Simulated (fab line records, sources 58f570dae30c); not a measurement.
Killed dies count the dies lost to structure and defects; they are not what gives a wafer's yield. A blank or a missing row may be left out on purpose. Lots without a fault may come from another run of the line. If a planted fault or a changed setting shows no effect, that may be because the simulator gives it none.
One fault through the eyes of 2 desks    flow berkeley-cmos170    each desk holds nothing but its own numbers, with what lay behind them at the end

== AT THE TOOL OWNER'S DESK: implanter-03 ==
The tool's own readings at UCB170_PWELL_IMPLANT_15: means of the sampled wafers that have a number, for each lot that ran on this tool. The brackets show how far a lot's mean lies from the usual mean; more than 4 standard deviations puts the lot out of limits, marked OUT.
Columns: A = beam-energy-keV at UCB170_PWELL_IMPLANT_15, usual 60.000
lot   first seen here  A
L241  day 4 07:29      60.022
L242  day 5 01:01      60.013
L247  day 5 05:58      60.013
L248  day 5 16:21      59.994
L250  day 6 08:04      60.015
L257  day 7 16:24      78.007 (+99 or more) OUT
L258  day 7 16:46      77.997 (+99 or more) OUT
Finding of this desk: L257, L258 out of limits; the first was L257 at day 7 16:24, on beam-energy-keV at UCB170_PWELL_IMPLANT_15. Within limits: L241, L242, L247, L248, L250.

== METROLOGY DESK ==
Lot by lot, what the gauges showed, no matter which tool ran the lot: averages of those sampled wafers that carry a number. The brackets show how far a lot's mean lies from the usual mean; more than 4 standard deviations puts the lot out of limits, marked OUT.
Columns: A = PWELL_TW at UCB170_PWELL_TW_MEAS_17, usual 379; B = V2_BOW at UCB170_V2_BOW_MEAS_03, usual 36 um
lot   first seen here  A    B
L238  day 3 20:46      376  34
L241  day 4 07:43      382  38
L243  day 5 01:13      380  32
L242  day 5 01:15      380  38
L244  day 5 01:56      382  35
L246  day 5 05:50      372  36
L245  day 5 06:05      379  39
L247  day 5 06:13      372  33
L248  day 5 16:36      380  32
L249  day 6 02:14      381  39
L250  day 6 08:19      381  38
L251  day 6 13:03      375  35
L257  day 7 16:38      394  39
L258  day 7 17:00      395  37
This desk's verdict: no lot among the 14 shows anything out of limits.

== BROUGHT TOGETHER ==
The tool owner's desk could have raised an alarm at day 7 16:24, on L257, L258.
Metrology desk: nothing out of limits seen.
The metrology desk has L257, L258 on record, within its limits.
The lots listed all ran UCB170_PWELL_IMPLANT_15 on implanter-03.

== WHAT HAD BEEN PUT IN BY THE SIMULATOR ==
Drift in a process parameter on implanter-03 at UCB170_PWELL_IMPLANT_15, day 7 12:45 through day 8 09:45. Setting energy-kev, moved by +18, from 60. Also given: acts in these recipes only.
Shown lots that were struck: L257, L258.
Hours from the fault's start to each desk's first reading out of limits: the tool owner's desk, 4.
